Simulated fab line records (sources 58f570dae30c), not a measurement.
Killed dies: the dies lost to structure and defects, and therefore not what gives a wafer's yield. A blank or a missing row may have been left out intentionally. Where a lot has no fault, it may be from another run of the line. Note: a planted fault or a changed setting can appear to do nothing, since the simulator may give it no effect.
Which tool is to blame?    flow berkeley-cmos170    13 lots, 39 wafers sampled, at 4 steps of a route of 331

== WHAT EACH GAUGE READ, for each wafer ==
UCB170_PWELL_THK_MEAS_06. Usual: PWELL_NITRIDE_THK gives 220.0 nm (standard deviation 2.3).
lot   measured     on             PWELL_NITRIDE_THK (nm)  flag
L648  day 3 05:47  film-metro-04  217.9 218.7 216.3       
L649  day 3 12:56  film-metro-04  218.8 222.0 221.8       
L652  day 4 05:42  film-metro-04  219.1 216.7 217.8       
L654  day 4 14:08  film-metro-04  221.3 222.1 221.8       
L653  day 4 14:08  film-metro-01  222.0 222.5 220.9       
L655  day 4 14:11  film-metro-03  219.3 221.4 219.0       
L656  day 4 14:08  film-metro-03  223.4 225.1 226.8       
L657  day 4 23:17  film-metro-04  219.2 217.3 217.7       
L659  day 5 11:28  film-metro-03  220.6 218.3 221.4       
L660  day 5 18:44  film-metro-01  215.9 217.9 217.4       
L662  day 6 03:01  film-metro-03  220.0 219.9 219.3       
L665  day 7 02:02  film-metro-04  223.4 222.7 220.7       
L668  day 7 09:54  film-metro-04  219.5 218.0 218.7       

UCB170_ACTIVE_THK_MEAS_03. Usual: ACTIVE_OXIDE_THK gives 26.3 nm (standard deviation 0.51).
lot   measured     on             ACTIVE_OXIDE_THK (nm)  flag
L648  day 4 01:47  film-metro-01  25.9 25.7 25.9         
L649  day 4 10:47  film-metro-02  27.0 26.9 26.9         
L652  day 5 02:04  film-metro-02  27.4 27.0 27.7         
L654  day 5 12:22  film-metro-02  25.6 26.1 25.9         
L653  day 5 12:24  film-metro-03  26.2 26.7 26.1         
L655  day 5 17:33  film-metro-03  25.7 25.6 25.8         
L656  day 5 12:17  film-metro-02  26.3 26.3 26.4         
L657  day 5 23:12  film-metro-03  26.9 27.0 26.8         
L659  day 6 07:38  film-metro-03  26.5 26.8 26.7         
L660  day 6 18:05  film-metro-03  26.1 26.4 26.6         
L662  day 7 04:49  film-metro-02  26.7 26.3 26.3         
L665  day 7 17:28  film-metro-03  26.0 25.9 26.0         
L668  day 8 04:30  film-metro-01  25.6 26.0 26.2         

== WHAT TOOL EACH LOT RAN ON (gives the tool, then ch and the chambers of the sampled wafers, and finally the start) ==
lot   UCB170_ZERO_ETCH_06                UCB170_NWELL_ETCH_13
L648  rie-diel-03 ch 0,1,3, day 2 02:20  rie-diel-03 ch 1,2,3, day 2 12:22
L649  rie-diel-02 ch 1,2,3, day 2 07:26  rie-diel-01 ch 0,2,3, day 2 19:03
L652  rie-diel-04 ch 1,3, day 3 00:04    rie-diel-04 ch 2,3, day 3 12:39
L654  rie-diel-03 ch 0,2,3, day 3 08:20  rie-diel-04 ch 0,2,3, day 3 18:53
L653  rie-diel-04 ch 2,3, day 3 08:32    rie-diel-01 ch 0,1,2, day 3 18:39
L655  rie-diel-03 ch 0,2,3, day 3 14:08  rie-diel-01 ch 0,2,3, day 3 23:24
L656  rie-diel-04 ch 0,1,2, day 3 16:55  rie-diel-01 ch 2,3, day 4 02:22
L657  rie-diel-02 ch 1,2, day 3 21:53    rie-diel-01 ch 0,1, day 4 09:36
L659  rie-diel-03 ch 0,1,2, day 4 10:29  rie-diel-01 ch 0,1,2, day 4 21:56
L660  rie-diel-04 ch 0,1,3, day 4 15:22  rie-diel-01 ch 0,2, day 5 02:44
L662  rie-diel-04 ch 0,1,2, day 4 21:29  rie-diel-04 ch 1,2, day 5 09:07
L665  rie-diel-04 ch 0,1,2, day 5 14:40  rie-diel-04 ch 0,1,3, day 6 04:45
L668  rie-diel-04 ch 0,1,2, day 6 07:39  rie-diel-01 ch 0,1,3, day 6 16:22
- UCB170_ZERO_ETCH_06: etches SiO2 in CHF3/CF4/Ar, time 12 s.
- UCB170_NWELL_ETCH_13: etches Si3N4 in CH3F/Ar/O2, stops on SiO2, target depth 246.4 nm, time 154 s.

== AS READ BY THE TOOLS THEMSELVES (means over the sampled wafers that have a number; for cases with no such wafer, the mark the record gives instead) ==
UCB170_ZERO_ETCH_06. Usual: CHF3_flow_sccm 50.01 sccm, standard deviation 0.15; cf4-flow-sccm 10.001 sccm, standard deviation 0.028; drypump-motor-current-A 5.8 A, standard deviation 0.38; mfc-ar-sccm 120.0 sccm, standard deviation 0.32; oes-product-au 0.618 a.u., standard deviation 0.0086; rf-fwd-power-W 490.1 W, standard deviation 2.6; throttle-valve-pct 9.20 %, standard deviation 0.13.
lot   tool         CHF3_flow_sccm (sccm)  cf4-flow-sccm (sccm)  drypump-motor-current-A (A)  mfc-ar-sccm (sccm)  oes-product-au (a.u.)  rf-fwd-power-W (W)  throttle-valve-pct (%)  flag
L648  rie-diel-03  50.10                  10.005                5.7                          119.7               0.616                  491.0               9.25                    
L649  rie-diel-02  49.95                  9.992                 5.7                          120.0               0.620                  490.9               9.29                    
L652  rie-diel-04  49.96                  10.020                6.0                          120.2               0.625                  489.9               9.21                    
L654  rie-diel-03  50.00                  9.989                 5.8                          119.9               0.618                  490.4               9.19                    
L653  rie-diel-04  49.96                  9.994                 6.3                          119.8               0.617                  490.5               9.11                    
L655  rie-diel-03  50.04                  10.016                5.7                          120.2               0.617                  490.9               9.19                    
L656  rie-diel-04  49.91                  9.975                 5.7                          120.2               0.620                  489.2               9.14                    
L657  rie-diel-02  49.85                  10.010                5.4                          120.2               0.612                  492.7               9.30                    
L659  rie-diel-03  49.96                  9.977                 5.5                          120.1               0.626                  488.7               9.24                    
L660  rie-diel-04  50.08                  9.977                 5.9                          120.2               0.616                  492.2               9.20                    
L662  rie-diel-04  50.05                  9.987                 5.7                          119.8               0.620                  491.0               9.15                    
L665  rie-diel-04  50.01                  10.026                5.7                          120.1               0.619                  489.5               9.14                    
L668  rie-diel-04  50.10                  9.983                 5.7                          119.8               0.616                  489.0               9.14                    

UCB170_NWELL_ETCH_13. Usual: drypump-motor-current-A 5.7 A, standard deviation 0.39; mfc-ar-sccm 50.03 sccm, standard deviation 0.15; oes-product-au 0.939 a.u., standard deviation 0.013; rf-fwd-power-W 447.9 W, standard deviation 1.4; throttle-valve-pct 8.02 %, standard deviation 0.15.
lot   tool         drypump-motor-current-A (A)  mfc-ar-sccm (sccm)  oes-product-au (a.u.)  rf-fwd-power-W (W)  throttle-valve-pct (%)  flag
L648  rie-diel-03  5.7                          49.99               0.948                  448.8               7.93                    
L649  rie-diel-01  5.5                          50.04               0.947                  448.5               8.13                    
L652  rie-diel-04  6.3                          50.28               0.931                  447.4               7.94                    
L654  rie-diel-04  6.0                          50.17               0.936                  447.6               7.97                    
L653  rie-diel-01  5.4                          49.90               0.934                  447.9               8.06                    
L655  rie-diel-01  5.5                          49.97               0.922                  448.4               8.12                    
L656  rie-diel-01  5.7                          49.95               0.934                  448.2               8.26                    
L657  rie-diel-01  5.2                          50.06               0.956                  447.9               7.92                    
L659  rie-diel-01  5.4                          50.00               0.956                  449.2               8.06                    
L660  rie-diel-01  5.1                          49.89               0.935                  448.2               8.05                    
L662  rie-diel-04  5.8                          50.05               0.960                  448.8               7.96                    
L665  rie-diel-04  5.8                          50.06               0.936                  447.6               8.02                    
L668  rie-diel-01  5.6                          49.91               0.937                  448.5               7.98                    

== THE ANSWER, worked out from the rows above alone ==
Rule: take the mean of a lot's wafers that have a number; if it is more than 3 standard deviations from the usual mean, the lot is off. A lot without any number at a reading at which 4 lots or more have one is off too. Where the step has rows for the other lots, those lots are counted as sound. First the gauges in route order, then the tools' own readings, where a lot's mean is used as printed above. At the first step where some lot is off, the reading lying furthest off is the one used; lots without a number count as furthest.
None of the lots is off at any reading shown; this tells nothing.

== WHAT THE SIMULATOR PUT IN ==
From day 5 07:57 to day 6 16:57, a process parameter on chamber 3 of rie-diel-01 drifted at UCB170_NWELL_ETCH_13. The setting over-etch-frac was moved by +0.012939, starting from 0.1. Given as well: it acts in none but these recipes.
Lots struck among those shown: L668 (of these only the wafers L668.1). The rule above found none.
